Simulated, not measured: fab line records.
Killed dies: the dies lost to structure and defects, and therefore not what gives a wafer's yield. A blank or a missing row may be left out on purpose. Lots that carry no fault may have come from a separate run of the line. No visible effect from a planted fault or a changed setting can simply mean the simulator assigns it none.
fab line records :: flow rit-cmos
[record]
  lots = 14
  wafers = 42
  last-day = 7
route steps=202 shown GATE@81 M1@202
lots with no fault: from the same line, run without faults
start-h: the number of hours between the record's first day and the start of the first shown wafer of the lot :: wait-h: time in hours since the lot's previous step :: " unchanged from the row above :: L1.1+2: one row covering several wafers at once :: - either no value or no given start :: * or withheld: withheld :: < > ~ a bound
route shown NAME@n: NAME is a module with steps in the file, n the number in the route of the first one :: usual: mean/standard deviation taken from wafers without a fault :: same: alike in all rows :: chamber/n: place in a boat :: sites: the reading at each site :: _std_site: the values' standard deviation :: _edge_site: mean of outer sites minus mean of inner sites :: radius-mm: for every site, how far away it sits from the centre of the wafer :: mask NAME#n: copy n :: behind: the most recent tool/chamber to have shaped the wafer :: hold: reason for holding the lot/hours on hold/outcome of the hold :: device: the transistor (n, p or np) that didn't switch :: end of line: the same wafers' tests at the end of the route :: a step given without rows: its recipe and nothing more :: killed: dies that structure and defects cost at the first sort, which is not the same as the wafer's yield :: map: a wafer's dies, x killed, . not, _ none there
set.NAME: setting as actually run; set.NAME@STEP: the setting as run at that earlier step :: model.NAME: the simulator's own value behind a step, which no gauge read
one table for each step of the route and one row for each wafer, over a sample of lots
services: the hour from which a tool's chamber was out of use, counted from the record's first day as start-h (under 0 if before that day), plus the number of hours and why
[[steps]]
[step RIT_GATE_OXIDATION_05]
[recipe]
  temp-c = 900
  ambient = O2
  target-thk-a = 30
  ox-time-s = 270
[usual]
  spike-tc-centre-C = 902.6/1.1
  spike-tc-load-C = 926.3/1.6
  spike-tc-source-C = 926.4/2.4
  zone-power-source-pct = 27.2/1.5
lot.wafer: L199.1
tool: furnace-04
chamber: 0
start-h: 34.73
wait-h: 0.1
spike-tc-centre-C: 901.4
spike-tc-load-C: 926.5
spike-tc-source-C: 928.7
zone-power-source-pct: 25.6

lot.wafer: L199.4
tool: furnace-04
chamber: 0
start-h: 34.73
wait-h: 0.1
spike-tc-centre-C: 904.1
spike-tc-load-C: 926.6
spike-tc-source-C: 928.9
zone-power-source-pct: 26.1

lot.wafer: L199.6
tool: furnace-04
chamber: 0
start-h: 34.73
wait-h: 0.1
spike-tc-centre-C: 901.7
spike-tc-load-C: 925.9
spike-tc-source-C: 928.0
zone-power-source-pct: 25.6

lot.wafer: L200.2
tool: furnace-04
chamber: 0
start-h: 40.14
wait-h: 0.6
spike-tc-centre-C: 902.1
spike-tc-load-C: 926.0
spike-tc-source-C: 929.6
zone-power-source-pct: 25.9

lot.wafer: L200.4
tool: furnace-04
chamber: 0
start-h: 40.14
wait-h: 0.6
spike-tc-centre-C: 902.7
spike-tc-load-C: 926.1
spike-tc-source-C: 929.3
zone-power-source-pct: 25.6

lot.wafer: L200.6
tool: furnace-04
chamber: 0
start-h: 40.14
wait-h: 0.6
spike-tc-centre-C: 900.8
spike-tc-load-C: 925.3
spike-tc-source-C: 928.1
zone-power-source-pct: 25.8

lot.wafer: L201.1
tool: furnace-03
chamber: 0
start-h: 49.43
wait-h: 2.1
spike-tc-centre-C: 903.7
spike-tc-load-C: 923.0
spike-tc-source-C: 925.2
zone-power-source-pct: 28.6

lot.wafer: L201.3
tool: furnace-03
chamber: 0
start-h: 49.43
wait-h: 2.1
spike-tc-centre-C: 903.8
spike-tc-load-C: 925.6
spike-tc-source-C: 925.2
zone-power-source-pct: 29.0

lot.wafer: L201.4
tool: furnace-03
chamber: 0
start-h: 49.43
wait-h: 2.1
spike-tc-centre-C: 904.4
spike-tc-load-C: 924.8
spike-tc-source-C: 926.7
zone-power-source-pct: 29.5

lot.wafer: L202.1
tool: furnace-03
chamber: 0
start-h: 52.44
wait-h: 0.2
spike-tc-centre-C: 902.1
spike-tc-load-C: 924.4
spike-tc-source-C: 923.7
zone-power-source-pct: 28.8

lot.wafer: L202.4
tool: furnace-03
chamber: 0
start-h: 52.44
wait-h: 0.2
spike-tc-centre-C: 903.0
spike-tc-load-C: 926.0
spike-tc-source-C: 924.2
zone-power-source-pct: 28.8

lot.wafer: L202.6
tool: furnace-03
chamber: 0
start-h: 52.44
wait-h: 0.2
spike-tc-centre-C: 902.5
spike-tc-load-C: 924.5
spike-tc-source-C: 925.4
zone-power-source-pct: 28.9

lot.wafer: L203.3
tool: furnace-03
chamber: 0
start-h: 53.77
wait-h: 0.2
spike-tc-centre-C: 902.7
spike-tc-load-C: 923.4
spike-tc-source-C: 924.3
zone-power-source-pct: 29.7

lot.wafer: L203.4
tool: furnace-03
chamber: 0
start-h: 53.77
wait-h: 0.2
spike-tc-centre-C: 903.1
spike-tc-load-C: 926.4
spike-tc-source-C: 925.0
zone-power-source-pct: 28.8

lot.wafer: L203.6
tool: furnace-03
chamber: 0
start-h: 53.77
wait-h: 0.2
spike-tc-centre-C: 903.2
spike-tc-load-C: 924.7
spike-tc-source-C: 924.1
zone-power-source-pct: 29.3

lot.wafer: L204.3
tool: furnace-03
chamber: 0
start-h: 61.49
wait-h: 1.6
spike-tc-centre-C: 900.9
spike-tc-load-C: 926.5
spike-tc-source-C: 923.0
zone-power-source-pct: 29.1

lot.wafer: L204.4
tool: furnace-03
chamber: 0
start-h: 61.49
wait-h: 1.6
spike-tc-centre-C: 902.3
spike-tc-load-C: 925.4
spike-tc-source-C: 924.0
zone-power-source-pct: 28.8

lot.wafer: L204.6
tool: furnace-03
chamber: 0
start-h: 61.49
wait-h: 1.6
spike-tc-centre-C: 902.1
spike-tc-load-C: 924.3
spike-tc-source-C: 925.7
zone-power-source-pct: 29.3

lot.wafer: L209.1
tool: furnace-03
chamber: 0
start-h: 88.78
wait-h: 0.1
spike-tc-centre-C: 902.3
spike-tc-load-C: 924.1
spike-tc-source-C: 924.9
zone-power-source-pct: 29.0

lot.wafer: L209.2
tool: furnace-03
chamber: 0
start-h: 88.78
wait-h: 0.1
spike-tc-centre-C: 902.0
spike-tc-load-C: 925.8
spike-tc-source-C: 925.3
zone-power-source-pct: 29.1

lot.wafer: L209.4
tool: furnace-03
chamber: 0
start-h: 88.78
wait-h: 0.1
spike-tc-centre-C: 903.2
spike-tc-load-C: 924.8
spike-tc-source-C: 924.0
zone-power-source-pct: 29.5

lot.wafer: L210.1
tool: furnace-04
chamber: 0
start-h: 89.83
wait-h: 0.4
spike-tc-centre-C: 885.5
spike-tc-load-C: 909.8
spike-tc-source-C: 912.7
zone-power-source-pct: 24.7

lot.wafer: L210.4
tool: furnace-04
chamber: 0
start-h: 89.83
wait-h: 0.4
spike-tc-centre-C: 888.1
spike-tc-load-C: 910.2
spike-tc-source-C: 913.0
zone-power-source-pct: 24.8

lot.wafer: L210.5
tool: furnace-04
chamber: 0
start-h: 89.83
wait-h: 0.4
spike-tc-centre-C: 885.3
spike-tc-load-C: 909.9
spike-tc-source-C: 913.6
zone-power-source-pct: 24.9

lot.wafer: L213.2
tool: furnace-04
chamber: 0
start-h: 106.57
wait-h: 0.0
spike-tc-centre-C: 886.1
spike-tc-load-C: 910.6
spike-tc-source-C: 912.4
zone-power-source-pct: 24.8

lot.wafer: L213.4
tool: furnace-04
chamber: 0
start-h: 106.57
wait-h: 0.0
spike-tc-centre-C: 885.6
spike-tc-load-C: 910.5
spike-tc-source-C: 913.9
zone-power-source-pct: 25.2

lot.wafer: L213.6
tool: furnace-04
chamber: 0
start-h: 106.57
wait-h: 0.0
spike-tc-centre-C: 886.2
spike-tc-load-C: 907.9
spike-tc-source-C: 915.0
zone-power-source-pct: 25.0

lot.wafer: L215.1
tool: furnace-03
chamber: 0
start-h: 117.27
wait-h: 1.9
spike-tc-centre-C: 902.1
spike-tc-load-C: 925.3
spike-tc-source-C: 924.5
zone-power-source-pct: 29.3

lot.wafer: L215.3
tool: furnace-03
chamber: 0
start-h: 117.27
wait-h: 1.9
spike-tc-centre-C: 901.9
spike-tc-load-C: 926.0
spike-tc-source-C: 923.9
zone-power-source-pct: 28.8

lot.wafer: L215.4
tool: furnace-03
chamber: 0
start-h: 117.27
wait-h: 1.9
spike-tc-centre-C: 901.6
spike-tc-load-C: 924.1
spike-tc-source-C: 925.4
zone-power-source-pct: 28.9

lot.wafer: L216.2
tool: furnace-01
chamber: 0
start-h: 120.52
wait-h: 1.1
spike-tc-centre-C: 903.1
spike-tc-load-C: 929.3
spike-tc-source-C: 924.5
zone-power-source-pct: 26.4

lot.wafer: L216.3
tool: furnace-01
chamber: 0
start-h: 120.52
wait-h: 1.1
spike-tc-centre-C: 900.6
spike-tc-load-C: 928.5
spike-tc-source-C: 924.0
zone-power-source-pct: 26.7

lot.wafer: L216.6
tool: furnace-01
chamber: 0
start-h: 120.52
wait-h: 1.1
spike-tc-centre-C: 902.9
spike-tc-load-C: 928.3
spike-tc-source-C: 925.9
zone-power-source-pct: 26.9

lot.wafer: L217.1
tool: furnace-01
chamber: 0
start-h: 124.54
wait-h: 0.1
spike-tc-centre-C: 903.2
spike-tc-load-C: 928.8
spike-tc-source-C: 924.3
zone-power-source-pct: 26.4

lot.wafer: L217.3
tool: furnace-01
chamber: 0
start-h: 124.54
wait-h: 0.1
spike-tc-centre-C: 902.0
spike-tc-load-C: 927.9
spike-tc-source-C: 924.6
zone-power-source-pct: 26.5

lot.wafer: L217.5
tool: furnace-01
chamber: 0
start-h: 124.54
wait-h: 0.1
spike-tc-centre-C: 902.7
spike-tc-load-C: 927.8
spike-tc-source-C: 925.2
zone-power-source-pct: 26.7

lot.wafer: L218.3
tool: furnace-01
chamber: 0
start-h: 128.92
wait-h: 0.3
spike-tc-centre-C: 902.0
spike-tc-load-C: 928.7
spike-tc-source-C: 922.9
zone-power-source-pct: 26.6

lot.wafer: L218.4
tool: furnace-01
chamber: 0
start-h: 128.92
wait-h: 0.3
spike-tc-centre-C: 902.8
spike-tc-load-C: 925.7
spike-tc-source-C: 924.0
zone-power-source-pct: 26.2

lot.wafer: L218.6
tool: furnace-01
chamber: 0
start-h: 128.92
wait-h: 0.3
spike-tc-centre-C: 902.2
spike-tc-load-C: 927.3
spike-tc-source-C: 925.2
zone-power-source-pct: 26.8

lot.wafer: L221.2
tool: furnace-03
chamber: 0
start-h: 142.36
wait-h: 0.0
spike-tc-centre-C: 904.6
spike-tc-load-C: 925.3
spike-tc-source-C: 926.3
zone-power-source-pct: 29.1

lot.wafer: L221.3
tool: furnace-03
chamber: 0
start-h: 142.36
wait-h: 0.0
spike-tc-centre-C: 903.2
spike-tc-load-C: 925.8
spike-tc-source-C: 924.8
zone-power-source-pct: 29.0

lot.wafer: L221.4
tool: furnace-03
chamber: 0
start-h: 142.36
wait-h: 0.0
spike-tc-centre-C: 904.3
spike-tc-load-C: 923.8
spike-tc-source-C: 924.9
zone-power-source-pct: 28.8
[step RIT_GATE_THK_MEAS_07]
[recipe]
  reads = SiO2_of_GATE_OXIDATION_05
[usual]
  GATE_OXIDE_THK = 3.03/0.06
lot.wafer: L199.1
tool: film-metro-02
chamber: -
start-h: 37.21
wait-h: 0.0
GATE_OXIDE_THK[nm]: 3.10

lot.wafer: L199.4
tool: film-metro-02
chamber: -
start-h: 37.21
wait-h: 0.0
GATE_OXIDE_THK[nm]: 2.96

lot.wafer: L199.6
tool: film-metro-02
chamber: -
start-h: 37.21
wait-h: 0.0
GATE_OXIDE_THK[nm]: 3.08

lot.wafer: L200.2
tool: film-metro-02
chamber: -
start-h: 43.48
wait-h: 0.0
GATE_OXIDE_THK[nm]: 3.01

lot.wafer: L200.4
tool: film-metro-02
chamber: -
start-h: 43.48
wait-h: 0.0
GATE_OXIDE_THK[nm]: 2.97

lot.wafer: L200.6
tool: film-metro-02
chamber: -
start-h: 43.48
wait-h: 0.0
GATE_OXIDE_THK[nm]: 3.08

lot.wafer: L201.1
tool: film-metro-01
chamber: -
start-h: 51.01
wait-h: 0.0
GATE_OXIDE_THK[nm]: 3.05

lot.wafer: L201.3
tool: film-metro-01
chamber: -
start-h: 51.01
wait-h: 0.0
GATE_OXIDE_THK[nm]: 3.07

lot.wafer: L201.4
tool: film-metro-01
chamber: -
start-h: 51.01
wait-h: 0.0
GATE_OXIDE_THK[nm]: 3.06

lot.wafer: L202.1
tool: film-metro-03
chamber: -
start-h: 53.77
wait-h: 0.0
GATE_OXIDE_THK[nm]: 3.08

lot.wafer: L202.4
tool: film-metro-03
chamber: -
start-h: 53.77
wait-h: 0.0
GATE_OXIDE_THK[nm]: 3.02

lot.wafer: L202.6
tool: film-metro-03
chamber: -
start-h: 53.77
wait-h: 0.0
GATE_OXIDE_THK[nm]: 3.10

lot.wafer: L203.3
tool: film-metro-03
chamber: -
start-h: 55.11
wait-h: 0.0
GATE_OXIDE_THK[nm]: 3.13

lot.wafer: L203.4
tool: film-metro-03
chamber: -
start-h: 55.11
wait-h: 0.0
GATE_OXIDE_THK[nm]: 3.01

lot.wafer: L203.6
tool: film-metro-03
chamber: -
start-h: 55.11
wait-h: 0.0
GATE_OXIDE_THK[nm]: 3.03

lot.wafer: L204.3
tool: film-metro-01
chamber: -
start-h: 64.07
wait-h: 0.0
GATE_OXIDE_THK[nm]: 3.07

lot.wafer: L204.4
tool: film-metro-01
chamber: -
start-h: 64.07
wait-h: 0.0
GATE_OXIDE_THK[nm]: 3.06

lot.wafer: L204.6
tool: film-metro-01
chamber: -
start-h: 64.07
wait-h: 0.0
GATE_OXIDE_THK[nm]: 3.04

lot.wafer: L209.1
tool: film-metro-01
chamber: -
start-h: 90.11
wait-h: 0.0
GATE_OXIDE_THK[nm]: 2.99

lot.wafer: L209.2
tool: film-metro-01
chamber: -
start-h: 90.11
wait-h: 0.0
GATE_OXIDE_THK[nm]: 3.03

lot.wafer: L209.4
tool: film-metro-01
chamber: -
start-h: 90.11
wait-h: 0.0
GATE_OXIDE_THK[nm]: 2.99

lot.wafer: L210.1
tool: film-metro-03
chamber: -
start-h: 91.15
wait-h: 0.0
GATE_OXIDE_THK[nm]: 2.40

lot.wafer: L210.4
tool: film-metro-03
chamber: -
start-h: 91.15
wait-h: 0.0
GATE_OXIDE_THK[nm]: 2.42

lot.wafer: L210.5
tool: film-metro-03
chamber: -
start-h: 91.15
wait-h: 0.0
GATE_OXIDE_THK[nm]: 2.52

lot.wafer: L213.2
tool: film-metro-01
chamber: -
start-h: 107.91
wait-h: 0.0
GATE_OXIDE_THK[nm]: 2.46

lot.wafer: L213.4
tool: film-metro-01
chamber: -
start-h: 107.91
wait-h: 0.0
GATE_OXIDE_THK[nm]: 2.45

lot.wafer: L213.6
tool: film-metro-01
chamber: -
start-h: 107.91
wait-h: 0.0
GATE_OXIDE_THK[nm]: 2.45

lot.wafer: L215.1
tool: film-metro-01
chamber: -
start-h: 118.60
wait-h: 0.0
GATE_OXIDE_THK[nm]: 3.08

lot.wafer: L215.3
tool: film-metro-01
chamber: -
start-h: 118.60
wait-h: 0.0
GATE_OXIDE_THK[nm]: 3.05

lot.wafer: L215.4
tool: film-metro-01
chamber: -
start-h: 118.60
wait-h: 0.0
GATE_OXIDE_THK[nm]: 3.06

lot.wafer: L216.2
tool: film-metro-02
chamber: -
start-h: 122.72
wait-h: 0.0
GATE_OXIDE_THK[nm]: 3.08

lot.wafer: L216.3
tool: film-metro-02
chamber: -
start-h: 122.72
wait-h: 0.0
GATE_OXIDE_THK[nm]: 3.12

lot.wafer: L216.6
tool: film-metro-02
chamber: -
start-h: 122.72
wait-h: 0.0
GATE_OXIDE_THK[nm]: 3.14

lot.wafer: L217.1
tool: film-metro-01
chamber: -
start-h: 125.86
wait-h: 0.0
GATE_OXIDE_THK[nm]: 3.05

lot.wafer: L217.3
tool: film-metro-01
chamber: -
start-h: 125.86
wait-h: 0.0
GATE_OXIDE_THK[nm]: 3.06

lot.wafer: L217.5
tool: film-metro-01
chamber: -
start-h: 125.86
wait-h: 0.0
GATE_OXIDE_THK[nm]: 3.03

lot.wafer: L218.3
tool: film-metro-02
chamber: -
start-h: 130.30
wait-h: 0.0
GATE_OXIDE_THK[nm]: 3.05

lot.wafer: L218.4
tool: film-metro-02
chamber: -
start-h: 130.30
wait-h: 0.0
GATE_OXIDE_THK[nm]: 3.13

lot.wafer: L218.6
tool: film-metro-02
chamber: -
start-h: 130.30
wait-h: 0.0
GATE_OXIDE_THK[nm]: 3.13

lot.wafer: L221.2
tool: film-metro-03
chamber: -
start-h: 145.01
wait-h: 0.0
GATE_OXIDE_THK[nm]: 3.08

lot.wafer: L221.3
tool: film-metro-03
chamber: -
start-h: 145.01
wait-h: 0.0
GATE_OXIDE_THK[nm]: 3.14

lot.wafer: L221.4
tool: film-metro-03
chamber: -
start-h: 145.01
wait-h: 0.0
GATE_OXIDE_THK[nm]: 3.06
[step RIT_M1_PROBE_99]
[usual]
  killed_at_M0_to_M3 = 0.0/0.12
  killed-at-contacts = 0.1/0.34
  killed-at-front-end = 7.0/2.9
  killed-dies = 7.2/2.9
  killed-open = 3.6/1.9
  killed-short = 3.5/2.1
[same]
  gross-dies = 264
  killed_at_M4_up = 0
  killed-at-back-side = 0
  killed-at-other = 0
lot.wafer: L204.3
tool: prober-02
chamber: -
start-h: 88.77
wait-h: 0.2
killed_at_M0_to_M3: 0
killed-at-contacts: 0
killed-at-front-end: 10
killed-dies: 10
killed-open: 6
killed-short: 4

lot.wafer: L204.4
tool: prober-02
chamber: -
start-h: 88.82
wait-h: 0.2
killed_at_M0_to_M3: 0
killed-at-contacts: 2
killed-at-front-end: 4
killed-dies: 6
killed-open: 3
killed-short: 3

lot.wafer: L204.6
tool: prober-02
chamber: -
start-h: 88.92
wait-h: 0.2
killed_at_M0_to_M3: 0
killed-at-contacts: 1
killed-at-front-end: 7
killed-dies: 8
killed-open: 7
killed-short: 1

lot.wafer: L209.1
tool: prober-02
chamber: -
start-h: 113.99
wait-h: 0.1
killed_at_M0_to_M3: 0
killed-at-contacts: 0
killed-at-front-end: 11
killed-dies: 11
killed-open: 4
killed-short: 7

lot.wafer: L209.2
tool: prober-02
chamber: -
start-h: 114.04
wait-h: 0.1
killed_at_M0_to_M3: 0
killed-at-contacts: 1
killed-at-front-end: 8
killed-dies: 9
killed-open: 4
killed-short: 5

lot.wafer: L209.4
tool: prober-02
chamber: -
start-h: 114.14
wait-h: 0.2
killed_at_M0_to_M3: 0
killed-at-contacts: 0
killed-at-front-end: 9
killed-dies: 9
killed-open: 5
killed-short: 3

lot.wafer: L210.1
tool: prober-02
chamber: -
start-h: 117.51
wait-h: 0.1
killed_at_M0_to_M3: 0
killed-at-contacts: 1
killed-at-front-end: 9
killed-dies: 10
killed-open: 4
killed-short: 6

lot.wafer: L210.4
tool: prober-02
chamber: -
start-h: 117.66
wait-h: 0.2
killed_at_M0_to_M3: 0
killed-at-contacts: 0
killed-at-front-end: 4
killed-dies: 4
killed-open: 2
killed-short: 2

lot.wafer: L210.5
tool: prober-02
chamber: -
start-h: 117.71
wait-h: 0.2
killed_at_M0_to_M3: 0
killed-at-contacts: 0
killed-at-front-end: 6
killed-dies: 6
killed-open: 5
killed-short: 1

lot.wafer: L213.2
tool: prober-02
chamber: -
start-h: 132.77
wait-h: 0.1
killed_at_M0_to_M3: 0
killed-at-contacts: 0
killed-at-front-end: 4
killed-dies: 4
killed-open: 1
killed-short: 3

lot.wafer: L213.4
tool: prober-02
chamber: -
start-h: 132.87
wait-h: 0.2
killed_at_M0_to_M3: 0
killed-at-contacts: 1
killed-at-front-end: 3
killed-dies: 4
killed-open: 2
killed-short: 2

lot.wafer: L213.6
tool: prober-02
chamber: -
start-h: 132.97
wait-h: 0.2
killed_at_M0_to_M3: 0
killed-at-contacts: 0
killed-at-front-end: 5
killed-dies: 5
killed-open: 0
killed-short: 5

lot.wafer: L215.1
tool: prober-01
chamber: -
start-h: 141.63
wait-h: 0.1
killed_at_M0_to_M3: 0
killed-at-contacts: 0
killed-at-front-end: 13
killed-dies: 13
killed-open: 7
killed-short: 6

lot.wafer: L215.3
tool: prober-01
chamber: -
start-h: 141.73
wait-h: 0.2
killed_at_M0_to_M3: 0
killed-at-contacts: 0
killed-at-front-end: 12
killed-dies: 12
killed-open: 7
killed-short: 5

lot.wafer: L215.4
tool: prober-01
chamber: -
start-h: 141.78
wait-h: 0.2
killed_at_M0_to_M3: 0
killed-at-contacts: 0
killed-at-front-end: 4
killed-dies: 4
killed-open: 0
killed-short: 4

lot.wafer: L217.1
tool: prober-01
chamber: -
start-h: 149.06
wait-h: 0.1
killed_at_M0_to_M3: 0
killed-at-contacts: 0
killed-at-front-end: 7
killed-dies: 7
killed-open: 5
killed-short: 2

lot.wafer: L217.3
tool: prober-01
chamber: -
start-h: 149.16
wait-h: 0.2
killed_at_M0_to_M3: 0
killed-at-contacts: 0
killed-at-front-end: 7
killed-dies: 7
killed-open: 4
killed-short: 3

lot.wafer: L217.5
tool: prober-01
chamber: -
start-h: 149.26
wait-h: 0.2
killed_at_M0_to_M3: 0
killed-at-contacts: 0
killed-at-front-end: 9
killed-dies: 9
killed-open: 6
killed-short: 3
// killed by level:class
L204.3 GATE:geometric-particle:open=4 GATE:geometric-particle:short=3 FOX1:geometric-particle:open=2 FOX1:geometric-particle:short=1
L204.4 CONTACT:geometric-particle:open=2 FOX1:geometric-particle:open=1 GATE:geometric-particle:short=1 SPACER:geometric-particle:short=1 SILICIDE:geometric-particle:short=1
L204.6 GATE:geometric-particle:open=4 FOX1:geometric-particle:open=1 GATE:geometric-particle:short=1 SPACER:geometric-particle:open=1 CONTACT:geometric-particle:open=1
L209.1 GATE:geometric-particle:short=3 FOX1:geometric-particle:short=2 GATE:geometric-particle:open=2 FOX1:geometric-particle:open=1 FOX2:geometric-particle:short=1 SPACER:geometric-particle:open=1 SPACER:geometric-particle:short=1
L209.2 GATE:geometric-particle:short=3 GATE:geometric-particle:open=2 FOX1:geometric-particle:open=1 SPACER:geometric-particle:open=1 SILICIDE:geometric-particle:short=1 CONTACT:geometric-particle:short=1
L209.4 FOX1:geometric-particle:open=3 FOX2:geometric-particle:open=2 FOX1:geometric-particle:short=1 GATE:geometric-particle:short=1 SILICIDE:geometric-particle:short=1 NWELL:coat-microbubble-printed=1
L210.1 REOX:geometric-particle:open=3 REOX:geometric-particle:short=3 FOX1:geometric-particle:short=1 SPACER:geometric-particle:short=1 SPACER:geometric-particle:open=1 CONTACT:geometric-particle:short=1
L210.4 GATE:geometric-particle:short=1 GATE:geometric-particle:open=1 REOX:geometric-particle:short=1 SILICIDE:geometric-particle:open=1
L210.5 FOX1:geometric-particle:open=2 GATE:geometric-particle:open=2 SPACER:geometric-particle:open=1 SILICIDE:geometric-particle:short=1
L213.2 FOX1:geometric-particle:short=1 GATE:geometric-particle:open=1 GATE:geometric-particle:short=1 REOX:geometric-particle:short=1
L213.4 GATE:geometric-particle:short=2 GATE:geometric-particle:open=1 CONTACT:geometric-particle:open=1
L213.6 FOX1:geometric-particle:short=2 GATE:geometric-particle:short=2 SPACER:geometric-particle:short=1
L215.1 FOX2:geometric-particle:open=5 FOX2:geometric-particle:short=2 SILICIDE:geometric-particle:short=2 REOX:geometric-particle:open=1 REOX:geometric-particle:short=1 SPACER:geometric-particle:short=1 SILICIDE:geometric-particle:open=1
L215.3 GATE:geometric-particle:open=3 FOX2:geometric-particle:open=2 FOX2:geometric-particle:short=2 GATE:geometric-particle:short=2 SPACER:geometric-particle:open=2 SILICIDE:geometric-particle:short=1
L215.4 SILICIDE:geometric-particle:short=2 FOX1:geometric-particle:short=1 SPACER:geometric-particle:short=1
L217.1 GATE:geometric-particle:open=2 FOX2:geometric-particle:open=1 GATE:geometric-particle:short=1 REOX:geometric-particle:open=1 SPACER:geometric-particle:open=1 SILICIDE:geometric-particle:short=1
L217.3 FOX1:geometric-particle:open=2 SILICIDE:geometric-particle:open=2 FOX2:geometric-particle:short=1 SPACER:geometric-particle:short=1 SILICIDE:geometric-particle:short=1
L217.5 SILICIDE:geometric-particle:open=3 REOX:geometric-particle:open=2 FOX1:geometric-particle:short=1 FOX2:geometric-particle:open=1 REOX:geometric-particle:short=1 SPACER:geometric-particle:short=1
[[services]]
tool: furnace-01
chamber: -
start-h: 27.54
hours: 3.7
kind: pm

tool: furnace-04
chamber: -
start-h: 35.81
hours: 3.0
kind: pm

tool: furnace-03
chamber: -
start-h: 134.82
hours: 2.4
kind: pm
[[key]]
[first-sign]
  step = RIT_GATE_OXIDATION_05
  reading = spike-tc-centre-C
  direction = down
  sigmas = 16
  usual = 902.6
  struck = 886.1
[effect]
  step = RIT_GATE_OXIDATION_05
  reading = spike-tc-load-C
  direction = down
  sigmas = 10
  usual = 926.3
  struck = 909.8
[effect]
  step = RIT_GATE_THK_MEAS_07
  reading = GATE_OXIDE_THK
  direction = down
  sigmas = 9.6
  usual = 3.03
  struck = 2.45
met-at RIT_GATE_OXIDATION_05
struck-lots L210,L213
tester-left-out L210,L213
onset-between 40.14 89.83
[fault]
  kind = process-parameter-drift
  tool = furnace-04
  chamber = -
  onset-h = 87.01
  steps = RIT_GATE_OXIDATION_05
  channel = temp-c
  offset = *
  shape = step
  end-h = 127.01
  acts-in = *
  stated = *
// tester-left-out: of these lots the tester's yield and bins aren't shown, on N5 and GAA mostly nor the transistor test; their killed dies are dies lost to structure and defects alone, not to doping, threshold or leakage, so they don't give the yield
